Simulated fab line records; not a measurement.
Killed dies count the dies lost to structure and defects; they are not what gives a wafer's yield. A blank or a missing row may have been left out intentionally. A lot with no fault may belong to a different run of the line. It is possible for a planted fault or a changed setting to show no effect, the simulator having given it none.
fab line records	flow ritCmos
[record] lots = 14	wafers = 41	lastDay = 7
route steps=202 shown FOX1@21 GATE@96 SILICIDE@162 M1@198
lots that met no fault: taken from a fault-free run of the same line
startH: start of the lot's first displayed wafer, in hours after the record's first day	waitH: how many hours have passed since the lot's step before this one	" the same as in the row above	L1.1+2: several wafers, shown together as one row	- no value present, or no start provided	* or withheld: withheld	< > ~ a bound
route shown NAME@n: names a module that has steps shown in the file, with the first one's number in the route	usual: the fault-free wafers' mean and standard deviation	same: alike in all rows	chamber/n: place in a boat	sites: readings site by site	_std_site: the standard deviation of these	_edge_site: inner sites' mean taken away from outer sites' mean	radiusMm: how far each site lies from the wafer's centre	mask NAME#n: copy n	behind: the tool/chamber that last shaped the wafer	hold: reason for holding the lot/hours on hold/outcome of the hold	device: which transistor (n, p or np) failed to switch	end of line: tests of these same wafers at the route's end	a step with no rows: only its recipe	killed: not the wafer's yield, but the dies lost to structure and defects at the first sort	map: a wafer's dies, marking killed ones x, the rest . and places with no die _
set.NAME: setting as actually run; set.NAME@STEP: the setting as run at that earlier step	model.NAME: the simulator's own value behind a step, which no gauge read
route steps across a sampled set of lots; one table per step, one row per wafer
services: from which hour (startH, from the record's first day; less than 0 if before it) a tool's chamber was out of use, for how many hours, and why
[[steps]]
[step RIT_FOX1_THK_MEAS_01]
[recipe] reads = SiO2_of_FOX1_OXIDATION_00
[usual] FOX1_OXIDE_THK = 363/6.9
lot.wafer	tool	chamber	startH	waitH	FOX1_OXIDE_THK[nm]
L839.2	filmMetro-02	-	18.87	0.0	357
L839.4	"	-	"	"	366
L839.6	"	-	"	"	359
L841.3	filmMetro-03	-	28.60	0.0	367
L841.5	"	-	"	"	360
L841.6	"	-	"	"	371
L842.3	filmMetro-03	-	33.39	0.0	357
L842.4	"	-	"	"	358
L842.5	"	-	"	"	354
L843.2	filmMetro-02	-	37.95	0.0	365
L843.3	"	-	"	"	360
L843.5	"	-	"	"	367
L850.1	filmMetro-01	-	73.75	0.0	363
L850.4	"	-	"	"	361
L851.1	filmMetro-02	-	78.79	0.0	363
L851.2	"	-	"	"	364
L851.5	"	-	"	"	363
L853.1	filmMetro-03	-	88.86	0.0	367
L853.3	"	-	"	"	362
L853.4	"	-	"	"	362
L855.1	filmMetro-03	-	97.62	0.0	352
L855.2	"	-	"	"	354
L855.5	"	-	"	"	356
L857.2	filmMetro-03	-	107.86	0.0	362
L857.4	"	-	"	"	364
L857.5	"	-	"	"	360
L858.2	filmMetro-01	-	117.08	0.0	368
L858.3	"	-	"	"	367
L858.5	"	-	"	"	370
L859.1	filmMetro-03	-	124.78	0.0	369
L859.4	"	-	"	"	366
L859.5	"	-	"	"	363
L860.2	filmMetro-03	-	127.25	0.0	359
L860.3	"	-	"	"	360
L860.4	"	-	"	"	359
L861.1	filmMetro-01	-	127.58	0.0	364
L861.5	"	-	"	"	360
L861.6	"	-	"	"	354
L862.1	filmMetro-02	-	133.37	0.0	375
L862.2	"	-	"	"	377
L862.6	"	-	"	"	377
[step RIT_GATE_STRIP_20]
[recipe] chemistry = O2	timeS = 180	resist = NOVOLAK	platenTempC = withheld	powerW = 500	pressureMtorr = 4000	o2FlowSccm = 4000
[usual] drypumpMotorCurrentA = 6.09/0.19	o2FlowSccm = 4001/11
[same] timeS = 180
lot.wafer	tool	chamber	startH	waitH	drypumpMotorCurrentA	o2FlowSccm	rfHoursCounterH
L839.2	plasmaAsher-03	1	42.21	0.1	5.95	4003	27
L839.4	"	1	"	"	5.96	4012	-
L839.6	"	1	"	"	5.96	3988	-
L841.3	plasmaAsher-03	1	53.41	0.1	5.94	3995	-
L841.5	"	1	"	"	5.91	3990	-
L841.6	"	0	"	"	6.17	4001	-
L842.3	plasmaAsher-02	0	53.97	0.1	6.03	4003	-
L842.4	"	1	"	"	5.69	4002	-
L842.5	"	0	"	"	6.05	4022	-
L843.2	plasmaAsher-04	1	59.83	0.1	6.41	3986	38
L843.3	"	1	"	"	6.42	4022	-
L843.5	"	1	"	"	6.41	3984	-
L850.1	plasmaAsher-02	1	96.03	0.1	5.71	3986	45
L850.4	"	0	"	"	6.06	4002	-
L851.1	plasmaAsher-03	0	98.24	0.1	6.18	4005	32
L851.2	"	1	"	"	5.94	4001	32
L851.5	"	1	"	"	5.96	4010	-
L853.1	plasmaAsher-04	0	112.31	0.1	6.01	4010	45
L853.3	"	1	"	"	6.39	3998	-
L853.4	"	0	"	"	6.08	4005	-
L855.1	plasmaAsher-02	1	127.50	0.1	5.71	4005	1
L855.2	"	0	"	"	6.03	3979	1
L855.5	"	0	"	"	6.03	3971	-
L857.2	plasmaAsher-04	1	132.30	0.1	6.40	3996	47
L857.4	"	1	"	"	6.36	3996	-
L857.5	"	0	"	"	6.01	4001	-
L858.2	plasmaAsher-03	1	144.69	0.1	5.97	3999	38
L858.3	"	0	"	"	6.12	3991	-
L858.5	"	0	"	"	6.13	3991	-
L859.1	plasmaAsher-04	0	145.17	0.1	6.05	4005	48
L859.4	"	0	"	"	6.07	4017	-
L859.5	"	0	"	"	6.06	4000	-
L860.2	plasmaAsher-04	1	146.79	0.1	6.42	3999	49
L860.3	"	1	"	"	6.44	4012	-
L860.4	"	0	"	"	6.06	3994	-
L861.1	plasmaAsher-04	0	153.05	0.1	6.01	4007	49
L861.5	"	0	"	"	6.00	3989	-
L861.6	"	1	"	"	6.42	4013	-
L862.1	plasmaAsher-03	0	159.40	0.1	6.15	3997	39
L862.2	"	1	"	"	5.99	4005	39
L862.6	"	0	"	"	6.16	3988	-
[step RIT_SILICIDE_SPUTTER_01]
[recipe] material = Ti	targetThkNm = 30	powerW = 350	chamberPressurePa = 0.667	gas = Ar	timeS = 240	substrateTempC = 25
[usual] throttleValvePct = 29.9/0.92
lot.wafer	tool	chamber	startH	waitH	throttleValvePct
L839.2	pvdSputter-03	-	55.35	0.0	28.9
L839.4	"	-	"	"	28.1
L839.6	"	-	"	"	30.2
L841.3	pvdSputter-03	-	66.72	0.0	28.9
L841.5	"	-	"	"	28.7
L841.6	"	-	"	"	28.3
L842.3	pvdSputter-04	-	68.02	0.0	30.9
L842.4	"	-	"	"	29.6
L842.5	"	-	"	"	29.4
L843.2	pvdSputter-03	-	72.98	0.0	30.2
L843.3	"	-	"	"	29.0
L843.5	"	-	"	"	28.1
L850.1	pvdSputter-03	-	108.90	0.0	30.0
L850.4	"	-	"	"	29.0
L851.1	pvdSputter-04	-	112.54	0.0	29.4
L851.2	"	-	"	"	30.9
L851.5	"	-	"	"	30.7
L853.1	pvdSputter-04	-	129.00	0.0	29.2
L853.3	"	-	"	"	30.9
L853.4	"	-	"	"	30.9
L855.1	pvdSputter-04	-	141.16	0.0	30.7
L855.2	"	-	"	"	29.4
L855.5	"	-	"	"	29.4
L857.2	pvdSputter-04	-	145.56	0.0	30.7
L857.4	"	-	"	"	31.0
L857.5	"	-	"	"	29.3
L858.2	pvdSputter-01	-	159.04	0.0	30.4
L858.3	"	-	"	"	29.7
L858.5	"	-	"	"	30.6
L859.1	pvdSputter-04	-	159.49	0.0	30.5
L859.4	"	-	"	"	29.6
L859.5	"	-	"	"	31.0
L860.2	pvdSputter-01	-	163.59	0.0	31.0
L860.3	"	-	"	"	29.8
L860.4	"	-	"	"	30.5
L861.1	pvdSputter-04	-	167.66	0.0	29.1
L861.5	"	-	"	"	31.0
L861.6	"	-	"	"	29.3
L862.1	pvdSputter-01	-	171.83	0.0	29.5
L862.2	"	-	"	"	30.6
L862.6	"	-	"	"	29.6
[step RIT_SILICIDE_RS_MEAS_02]
[recipe] thkMeasGauge = four-point-probe	reads = Ti_of_SILICIDE_SPUTTER_01
[usual] SILICIDE_TI_RS = 48.0/0.73
lot.wafer	tool	chamber	startH	waitH	SILICIDE_TI_RS[ohm/sq]
L839.2	filmMetro-02	-	55.52	0.1	47.0
L839.4	"	-	"	"	47.0
L839.6	"	-	"	"	47.5
L841.3	filmMetro-04	-	66.91	0.1	47.1
L841.5	"	-	"	"	47.1
L841.6	"	-	"	"	47.3
L842.3	filmMetro-03	-	68.21	0.1	48.6
L842.4	"	-	"	"	47.9
L842.5	"	-	"	"	47.7
L843.2	filmMetro-03	-	73.15	0.1	39.8
L843.3	"	-	"	"	47.8
L843.5	"	-	"	"	47.6
L850.1	filmMetro-03	-	109.05	0.1	39.6
L850.4	"	-	"	"	47.2
L851.1	filmMetro-03	-	112.69	0.1	48.3
L851.2	"	-	"	"	48.4
L851.5	"	-	"	"	49.1
L853.1	filmMetro-02	-	129.15	0.1	48.4
L853.3	"	-	"	"	49.2
L853.4	"	-	"	"	49.4
L855.1	filmMetro-03	-	141.31	0.1	49.2
L855.2	"	-	"	"	48.5
L855.5	"	-	"	"	48.9
L857.2	filmMetro-03	-	145.73	0.1	47.4
L857.4	"	-	"	"	48.2
L857.5	"	-	"	"	47.7
L858.2	filmMetro-02	-	159.23	0.1	48.5
L858.3	"	-	"	"	48.7
L858.5	"	-	"	"	49.1
L859.1	filmMetro-04	-	159.64	0.1	47.5
L859.4	"	-	"	"	48.0
L859.5	"	-	"	"	49.0
L860.2	filmMetro-02	-	163.76	0.1	48.3
L860.3	"	-	"	"	47.5
L860.4	"	-	"	"	47.5
L861.1	filmMetro-04	-	167.81	0.1	47.8
L861.5	"	-	"	"	48.0
L861.6	"	-	"	"	47.4
L862.1	filmMetro-03	-	171.98	0.1	48.7
L862.2	"	-	"	"	48.4
L862.6	"	-	"	"	47.7
[step RIT_SILICIDE_THK_MEAS_03]
[recipe] thkMeasGauge = xrf	reads = Ti_of_SILICIDE_SPUTTER_01
[usual] SILICIDE_TI_THK = 29.7/0.38
lot.wafer	tool	chamber	startH	waitH	SILICIDE_TI_THK[nm]
L839.2	filmMetro-02	-	55.63	0.1	30.3
L839.4	"	-	"	"	30.2
L839.6	"	-	"	"	30.2
L841.3	filmMetro-04	-	67.01	0.1	30.1
L841.5	"	-	"	"	30.0
L841.6	"	-	"	"	29.8
L842.3	filmMetro-03	-	68.31	0.1	29.4
L842.4	"	-	"	"	29.8
L842.5	"	-	"	"	29.9
L843.2	filmMetro-03	-	73.26	0.1	34.6
L843.3	"	-	"	"	29.9
L843.5	"	-	"	"	30.0
L850.1	filmMetro-03	-	109.17	0.1	34.5
L850.4	"	-	"	"	30.1
L851.1	filmMetro-03	-	112.81	0.1	29.7
L851.2	"	-	"	"	29.6
L851.5	"	-	"	"	29.2
L853.1	filmMetro-02	-	129.27	0.1	29.6
L853.3	"	-	"	"	29.2
L853.4	"	-	"	"	29.2
L855.1	filmMetro-03	-	141.43	0.1	29.2
L855.2	"	-	"	"	29.5
L855.5	"	-	"	"	29.3
L857.2	filmMetro-03	-	145.84	0.1	29.9
L857.4	"	-	"	"	29.4
L857.5	"	-	"	"	29.8
L858.2	filmMetro-02	-	159.34	0.1	29.5
L858.3	"	-	"	"	29.5
L858.5	"	-	"	"	29.3
L859.1	filmMetro-04	-	159.76	0.1	29.9
L859.4	"	-	"	"	29.5
L859.5	"	-	"	"	29.0
L860.2	filmMetro-02	-	163.87	0.1	29.8
L860.3	"	-	"	"	30.0
L860.4	"	-	"	"	30.1
L861.1	filmMetro-04	-	167.93	0.1	29.7
L861.5	"	-	"	"	29.6
L861.6	"	-	"	"	30.0
L862.1	filmMetro-03	-	172.10	0.1	29.4
L862.2	"	-	"	"	29.5
L862.6	"	-	"	"	29.7
[step RIT_M1_STRIP_14]
[recipe] chemistry = O2	timeS = 171.1	platenTempC = withheld	powerW = 500	pressureMtorr = 4000	o2FlowSccm = 4000
[usual] drypumpMotorCurrentA = 5.89/0.2	o2FlowSccm = 3999/13
[same] timeS = 171.1
lot.wafer	tool	chamber	startH	waitH	drypumpMotorCurrentA	o2FlowSccm	rfHoursCounterH
L839.2	plasmaAsher-02	1	60.49	0.0	5.70	4002	42
L839.4	"	1	"	"	5.71	3999	-
L839.6	"	0	"	"	6.05	3993	-
L841.3	plasmaAsher-02	0	71.73	0.1	6.05	4013	-
L841.5	"	1	"	"	5.70	3996	-
L841.6	"	0	"	"	6.05	4015	-
L842.3	plasmaAsher-02	1	73.03	0.1	5.71	4005	-
L842.4	"	0	"	"	6.07	4002	-
L842.5	"	1	"	"	5.71	3999	-
L843.2	plasmaAsher-01	0	77.91	0.0	5.63	3979	44
L843.3	"	0	"	"	5.62	3983	-
L843.5	"	1	"	"	5.69	4000	-
L850.1	plasmaAsher-03	0	114.14	0.0	6.14	3990	34
L850.4	"	0	"	"	6.14	3992	-
L851.1	plasmaAsher-03	0	117.50	0.0	6.16	3987	35
L851.2	"	1	"	"	5.96	3994	35
L851.5	"	0	"	"	6.14	3988	-
L853.1	plasmaAsher-03	0	133.95	0.0	6.19	4003	37
L853.3	"	0	"	"	6.17	3990	-
L853.4	"	1	"	"	5.98	4005	-
L855.1	plasmaAsher-02	1	146.29	0.0	5.70	4010	3
L855.2	"	0	"	"	6.06	4003	3
L855.5	"	1	"	"	5.71	4010	-
L857.2	plasmaAsher-02	0	150.79	0.0	6.04	3994	3
L857.4	"	1	"	"	5.71	3998	-
L857.5	"	0	"	"	6.03	3984	-
L858.2	plasmaAsher-03	0	164.22	0.0	6.18	3983	40
L858.3	"	0	"	"	6.19	3969	-
L858.5	"	1	"	"	5.95	4006	-
L859.1	plasmaAsher-02	1	164.43	0.0	5.72	4009	5
L859.4	"	0	"	"	6.05	3997	-
L859.5	"	0	"	"	6.03	3967	-
L860.2	plasmaAsher-02	0	168.71	0.0	6.06	4002	5
L860.3	"	0	"	"	6.07	3993	-
L860.4	"	1	"	"	5.71	4015	-
L861.1	plasmaAsher-03	1	172.83	0.0	5.95	4006	41
L861.5	"	1	"	"	5.97	4000	-
L861.6	"	0	"	"	6.15	3985	-
L862.1	plasmaAsher-01	0	177.03	0.0	5.61	3992	53
L862.2	"	1	"	"	5.66	4013	53
L862.6	"	1	"	"	5.69	4000	-
[step RIT_M1_PROBE_99]
[usual] killedAtContacts = 0.0/0.2	killedAtFrontEnd = 6.6/2.8	killedDies = 6.6/2.8	killedOpen = 3.3/1.9	killedShort = 3.2/1.8
[same] grossDies = 264	killed_at_M0_to_M3 = 0	killed_at_M4_up = 0	killedAtBackSide = 0	killedAtOther = 0
lot.wafer	tool	chamber	startH	waitH	killedAtContacts	killedAtFrontEnd	killedDies	killedOpen	killedShort
L839.2	prober-02	-	62.46	0.1	0	6	6	4	2
L839.4	prober-02	-	62.56	0.2	0	8	8	5	3
L839.6	prober-02	-	62.66	0.2	0	7	7	4	3
L841.3	prober-02	-	73.69	0.2	0	2	2	0	2
L841.5	prober-02	-	73.79	0.2	0	10	10	3	7
L841.6	prober-02	-	73.84	0.2	0	5	5	3	2
L842.3	prober-01	-	75.19	0.2	0	6	6	1	5
L842.4	prober-01	-	75.24	0.2	0	6	6	3	3
L842.5	prober-01	-	75.29	0.2	0	9	9	7	2
L843.2	prober-02	-	79.87	0.1	0	10	10	7	3
L843.3	prober-02	-	79.92	0.2	0	5	5	4	1
L843.5	prober-02	-	80.02	0.2	0	7	7	5	2
L850.1	prober-01	-	116.06	0.1	0	11	11	5	6
L850.4	prober-01	-	116.21	0.2	0	4	4	3	1
L851.1	prober-02	-	119.42	0.1	0	10	10	5	5
L851.2	prober-02	-	119.47	0.1	0	7	7	3	4
L851.5	prober-02	-	119.62	0.2	0	5	5	3	2
L853.1	prober-02	-	135.87	0.1	0	7	7	3	4
L853.3	prober-02	-	135.97	0.2	0	12	12	7	4
L853.4	prober-02	-	136.02	0.2	0	5	5	2	3
L855.1	prober-02	-	148.21	0.1	0	8	8	4	4
L855.2	prober-02	-	148.26	0.1	0	11	11	6	5
L855.5	prober-02	-	148.41	0.2	0	10	10	6	4
L857.2	prober-02	-	152.76	0.1	0	8	8	4	4
L857.4	prober-02	-	152.86	0.2	0	12	12	7	5
L857.5	prober-02	-	152.91	0.2	0	3	3	1	2
L858.2	prober-01	-	166.19	0.1	1	7	8	3	5
L858.3	prober-01	-	166.24	0.2	0	3	3	1	2
L858.5	prober-01	-	166.34	0.2	0	8	8	4	4
L859.1	prober-02	-	167.64	0.1	0	3	3	2	1
L859.4	prober-02	-	167.79	0.2	0	8	8	4	4
L859.5	prober-02	-	167.84	0.2	0	1	1	1	0
L860.2	prober-01	-	170.68	0.1	0	11	11	4	6
L860.3	prober-01	-	170.73	0.2	0	7	7	4	2
L860.4	prober-01	-	170.78	0.2	0	7	7	3	4
L861.1	prober-02	-	174.75	0.1	0	8	8	4	4
L861.5	prober-02	-	174.95	0.2	0	8	8	3	5
L861.6	prober-02	-	175.00	0.2	0	4	4	2	2
L862.1	prober-01	-	178.94	0.1	0	4	4	2	2
L862.2	prober-01	-	178.99	0.1	0	2	2	2	0
L862.6	prober-01	-	179.19	0.2	0	4	4	1	3
// killed by level:class
L839.2 SPACER:geometricParticle:open=2 SILICIDE:geometricParticle:open=2 FOX1:geometricParticle:short=1 GATE:geometricParticle:short=1
L839.4 FOX1:geometricParticle:open=2 SPACER:geometricParticle:short=2 SPACER:geometricParticle:open=2 FOX2:geometricParticle:open=1 SILICIDE:geometricParticle:short=1
L839.6 FOX1:geometricParticle:open=2 ACTIVE:geometricParticle:open=1 FOX1:geometricParticle:short=1 GATE:geometricParticle:short=1 GATE:geometricParticle:open=1 SPACER:geometricParticle:short=1
L841.3 GATE:geometricParticle:short=1 SPACER:geometricParticle:short=1
L841.5 GATE:geometricParticle:short=3 GATE:geometricParticle:open=2 SPACER:geometricParticle:short=2 SILICIDE:geometricParticle:short=2 SILICIDE:geometricParticle:open=1
L841.6 FOX1:geometricParticle:short=1 FOX1:geometricParticle:open=1 GATE:geometricParticle:open=1 GATE:geometricParticle:short=1 SPACER:geometricParticle:open=1
L842.3 FOX1:geometricParticle:short=2 GATE:geometricParticle:short=2 REOX:geometricParticle:open=1 SPACER:geometricParticle:short=1
L842.4 GATE:geometricParticle:open=2 SPACER:geometricParticle:short=2 GATE:geometricParticle:short=1 SPACER:geometricParticle:open=1
L842.5 GATE:geometricParticle:open=4 ACTIVE:geometricParticle:open=1 FOX1:geometricParticle:short=1 FOX1:geometricParticle:open=1 GATE:geometricParticle:short=1 SILICIDE:geometricParticle:open=1
L843.2 REOX:geometricParticle:open=3 GATE:geometricParticle:open=2 FOX1:geometricParticle:short=1 FOX1:geometricParticle:open=1 GATE:geometricParticle:short=1 REOX:geometricParticle:short=1 SILICIDE:geometricParticle:open=1
L843.3 GATE:geometricParticle:open=3 FOX1:geometricParticle:short=1 SPACER:geometricParticle:open=1
L843.5 GATE:geometricParticle:open=2 REOX:geometricParticle:open=1 SPACER:geometricParticle:open=1 SPACER:geometricParticle:short=1 SILICIDE:geometricParticle:open=1 SILICIDE:geometricParticle:short=1
L850.1 FOX1:geometricParticle:open=3 GATE:geometricParticle:short=3 FOX1:geometricParticle:short=1 REOX:geometricParticle:short=1 SPACER:geometricParticle:open=1 SPACER:geometricParticle:short=1 SILICIDE:geometricParticle:open=1
L850.4 FOX1:geometricParticle:short=1 GATE:geometricParticle:open=1 REOX:geometricParticle:open=1 SPACER:geometricParticle:open=1
L851.1 GATE:geometricParticle:open=4 SPACER:geometricParticle:short=3 FOX1:geometricParticle:short=1 FOX2:geometricParticle:open=1 GATE:geometricParticle:short=1
L851.2 GATE:geometricParticle:short=3 FOX1:geometricParticle:open=1 FOX2:geometricParticle:short=1 FOX2:geometricParticle:open=1 SILICIDE:geometricParticle:open=1
L851.5 FOX2:geometricParticle:open=1 FOX2:geometricParticle:short=1 GATE:geometricParticle:open=1 SPACER:geometricParticle:short=1 SILICIDE:geometricParticle:open=1
L853.1 REOX:geometricParticle:open=2 FOX1:geometricParticle:open=1 FOX2:geometricParticle:short=1 GATE:geometricParticle:short=1 REOX:geometricParticle:short=1 SPACER:geometricParticle:short=1
L853.3 GATE:geometricParticle:open=3 SPACER:geometricParticle:open=2 FOX1:geometricParticle:short=1 FOX2:geometricParticle:open=1 GATE:geometricParticle:short=1 REOX:geometricParticle:open=1 SPACER:geometricParticle:short=1 SILICIDE:geometricParticle:short=1
L853.4 GATE:geometricParticle:short=2 GATE:geometricParticle:open=1 SILICIDE:geometricParticle:open=1 SILICIDE:geometricParticle:short=1
L855.1 GATE:geometricParticle:short=3 FOX2:geometricParticle:open=2 GATE:geometricParticle:open=1 REOX:geometricParticle:short=1 SPACER:geometricParticle:open=1
L855.2 GATE:geometricParticle:short=3 SPACER:geometricParticle:open=2 SILICIDE:geometricParticle:open=2 FOX2:geometricParticle:open=1 FOX2:geometricParticle:short=1 GATE:geometricParticle:open=1 REOX:geometricParticle:short=1
L855.5 GATE:geometricParticle:open=3 GATE:geometricParticle:short=2 SPACER:geometricParticle:short=2 FOX2:geometricParticle:open=1 REOX:geometricParticle:open=1 SPACER:geometricParticle:open=1
L857.2 GATE:geometricParticle:open=3 GATE:geometricParticle:short=2 SPACER:geometricParticle:short=1 SILICIDE:geometricParticle:short=1 SILICIDE:geometricParticle:open=1
L857.4 GATE:geometricParticle:open=5 GATE:geometricParticle:short=4 FOX1:geometricParticle:open=2 SILICIDE:geometricParticle:short=1
L857.5 FOX1:geometricParticle:short=1 GATE:geometricParticle:open=1 SILICIDE:geometricParticle:short=1
L858.2 GATE:geometricParticle:short=3 FOX1:geometricParticle:short=1 FOX1:geometricParticle:open=1 GATE:geometricParticle:open=1 REOX:geometricParticle:short=1 CONTACT:geometricParticle:open=1
L858.3 GATE:geometricParticle:short=2 GATE:geometricParticle:open=1
L858.5 GATE:geometricParticle:short=2 SPACER:geometricParticle:open=2 FOX2:geometricParticle:open=1 FOX2:geometricParticle:short=1 REOX:geometricParticle:open=1 SPACER:geometricParticle:short=1
L859.1 GATE:geometricParticle:open=1 REOX:geometricParticle:open=1 SPACER:geometricParticle:short=1
L859.4 GATE:geometricParticle:open=2 SILICIDE:geometricParticle:short=2 FOX2:geometricParticle:open=1 GATE:geometricParticle:short=1 REOX:geometricParticle:short=1 SPACER:geometricParticle:open=1
L859.5 SILICIDE:geometricParticle:open=1
L860.2 GATE:geometricParticle:short=3 FOX1:geometricParticle:short=2 GATE:geometricParticle:open=2 REOX:geometricParticle:open=1 REOX:geometricParticle:short=1 SPACER:geometricParticle:open=1 NLDD:coatMicrobubblePrinted=1
L860.3 GATE:geometricParticle:open=2 FOX2:geometricParticle:open=1 GATE:geometricParticle:short=1 REOX:geometricParticle:short=1 REOX:geometricParticle:open=1 NLDD:coatMicrobubblePrinted=1
L860.4 FOX1:geometricParticle:open=2 FOX2:geometricParticle:short=1 GATE:geometricParticle:short=1 SPACER:geometricParticle:short=1 SILICIDE:geometricParticle:open=1 SILICIDE:geometricParticle:short=1
L861.1 SPACER:geometricParticle:short=2 SPACER:geometricParticle:open=2 GATE:geometricParticle:open=1 REOX:geometricParticle:short=1 REOX:geometricParticle:open=1 SILICIDE:geometricParticle:short=1
L861.5 GATE:geometricParticle:short=2 GATE:geometricParticle:open=2 FOX1:geometricParticle:short=1 REOX:geometricParticle:short=1 SPACER:geometricParticle:short=1 SPACER:geometricParticle:open=1
L861.6 GATE:geometricParticle:open=2 REOX:geometricParticle:short=1 SPACER:geometricParticle:short=1
L862.1 FOX2:geometricParticle:short=1 FOX2:geometricParticle:open=1 SPACER:geometricParticle:short=1 SILICIDE:geometricParticle:open=1
L862.2 GATE:geometricParticle:open=1 SPACER:geometricParticle:open=1
L862.6 GATE:geometricParticle:short=2 FOX2:geometricParticle:open=1 SPACER:geometricParticle:short=1
[[services]]
tool	chamber	startH	hours	kind
pvdSputter-01	-	21.60	1.4	repair
plasmaAsher-02	-	47.67	6.0	repair
plasmaAsher-03	-	57.27	5.9	repair
pvdSputter-04	-	75.25	3.1	repair
pvdSputter-03	-	75.93	2.6	repair
plasmaAsher-02	-	77.79	6.2	repair
plasmaAsher-01	-	105.85	1.3	repair
plasmaAsher-01	-	108.39	19.9	repair
plasmaAsher-02	-	108.75	9.0	pm
plasmaAsher-02	0	108.75	9.0	ventCycle
plasmaAsher-02	1	108.75	9.0	ventCycle
plasmaAsher-02	0	117.75	-	clean
plasmaAsher-02	1	117.75	-	clean
[[key]]
[firstSign] step = RIT_SILICIDE_RS_MEAS_02	reading = SILICIDE_TI_RS	direction = down	sigmas = 11	usual = 48.0	struck = 39.7
[effect] step = RIT_SILICIDE_THK_MEAS_03	reading = SILICIDE_TI_THK	direction = up	sigmas = 13	usual = 29.7	struck = 34.6
metAt RIT_SILICIDE_SPUTTER_01
struckLots L843,L850
struckWafers L843.2,L850.1
testerLeftOut L843,L850
notActingAt RIT_FOX1_THK_MEAS_01,RIT_GATE_STRIP_20,RIT_M1_STRIP_14
onsetBetween 55.35 72.98
[fault] kind = processParameterDrift	tool = pvdSputter-03	chamber = -	onsetH = 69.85	steps = RIT_SILICIDE_SPUTTER_01	channel = timeS	offset = *	shape = step	endH = 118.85	actsIn = *	stated = *	scope = struckWafersOnly
// testerLeftOut: of these lots the tester's yield and bins aren't shown, on N5 and GAA mostly nor the transistor test; their killed dies are dies lost to structure and defects alone, not to doping, threshold or leakage, so they don't give the yield
